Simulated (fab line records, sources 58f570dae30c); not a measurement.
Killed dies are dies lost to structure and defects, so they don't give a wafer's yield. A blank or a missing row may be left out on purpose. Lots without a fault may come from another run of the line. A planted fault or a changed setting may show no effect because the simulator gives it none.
One fault seen from 2 desks | flow berkeley_cmos170 | each desk has only its own numbers; what lay behind them comes last

THE METROLOGY DESK
What the gauges read, lot by lot, whatever tool the lot ran on: means of the sampled wafers that have a number. A lot is out of limits, marked OUT, if its mean lies more than 4 standard deviations from the usual mean; the brackets give that distance.
Columns: A = CONTACT_PSG_THK at UCB170_CONTACT_THK_MEAS_02, usual 700 nm; B = cd_nm at UCB170_CONTACT_CD_MEAS_15, usual 699.5 nm
lot  | first seen here | A   | B
L826 | day 7 05:05     | 713 | 698.5
L832 | day 8 04:12     | 691 | 697.2
L835 | day 9 02:07     | 702 | -
L836 | day 9 03:40     | 711 | -
L842 | day 10 13:10    | 699 | 700.2
L844 | day 10 20:53    | 706 | 701.2
This desk's finding: nothing out of limits on any of the 6 lots.

THE TOOL OWNER'S DESK: litho_track-04
The tool's own readings at UCB170_CONTACT_DEVELOP_14 (develop time 45 s): means of the sampled wafers that have a number, for each lot that ran on this tool. A lot is out of limits, marked OUT, if its mean lies more than 4 standard deviations from the usual mean; the brackets give that distance.
Columns: A = chill_plate_temp_C at UCB170_CONTACT_DEVELOP_14, usual 22.98 C; B = exhaust_pa at UCB170_CONTACT_DEVELOP_14, usual 45.0 Pa
lot  | first seen here | A     | B
L832 | day 8 06:00     | 23.01 | 45.7
L842 | day 10 15:00    | 22.93 | 44.8
This desk's finding: nothing out of limits on any of the 2 lots.

PUT TOGETHER
The metrology desk saw nothing out of limits.
The tool owner's desk saw nothing out of limits.

WHAT THE SIMULATOR HAD PUT IN
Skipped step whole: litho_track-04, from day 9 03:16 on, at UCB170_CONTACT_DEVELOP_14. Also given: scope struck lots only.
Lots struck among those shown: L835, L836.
